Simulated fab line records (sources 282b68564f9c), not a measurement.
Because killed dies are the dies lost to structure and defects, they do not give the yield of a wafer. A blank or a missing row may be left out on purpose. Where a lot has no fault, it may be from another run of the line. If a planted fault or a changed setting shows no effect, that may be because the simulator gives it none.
2 desks looking at one fault | flow ritCmos | each desk has only its own numbers; what lay behind them comes last

== THE TOOL OWNER'S DESK: pecvd-02 ==
The tool's own readings at RIT_CONTACT_CVD_00 (deposits SiO2 from TEOS, target thk 400 nm, time 61 s): means of the sampled wafers that have a number, for each lot that ran on this tool. The brackets show how far a lot's mean lies from the usual mean; more than 4 standard deviations puts the lot out of limits, marked OUT.
Columns: A = heaterPowerW at RIT_CONTACT_CVD_00, usual 323 W; B = susceptorTempC at RIT_CONTACT_CVD_00, usual 390.00 C
lot  | first seen here | A   | B
L440 | day 3 12:52     | 305 | 390.02
L443 | day 4 04:15     | 309 | 390.22
L449 | day 5 09:04     | 254 | -
L452 | day 6 02:29     | 322 | -
This desk's finding: nothing out of limits on any of the 4 lots.

== FROM THE METROLOGY DESK ==
What the gauges read, lot by lot, whatever tool the lot ran on: means of the sampled wafers that have a number. The brackets show how far a lot's mean lies from the usual mean; more than 4 standard deviations puts the lot out of limits, marked OUT.
Columns: A = CONTACT_TEOS_THK at RIT_CONTACT_THK_MEAS_01, usual 399 nm
lot  | first seen here | A
L438 | day 3 02:53     | 401
L439 | day 3 08:14     | 398
L440 | day 3 12:56     | 399
L442 | day 3 21:32     | 396
L443 | day 4 04:19     | 394
L444 | day 4 07:57     | 396
L447 | day 5 00:47     | 401
L448 | day 5 05:46     | 400
L449 | day 5 09:07     | 384
L452 | day 6 02:32     | 383
L456 | day 6 20:08     | 398
L457 | day 7 02:43     | 406
L459 | day 7 16:22     | 408
L460 | day 7 18:35     | 402
This desk's finding: nothing out of limits on any of the 14 lots.

== PUT TOGETHER ==
The tool owner's desk saw nothing out of limits.
Metrology desk: nothing out of limits seen.

== WHAT WAS PUT IN BY THE SIMULATOR ==
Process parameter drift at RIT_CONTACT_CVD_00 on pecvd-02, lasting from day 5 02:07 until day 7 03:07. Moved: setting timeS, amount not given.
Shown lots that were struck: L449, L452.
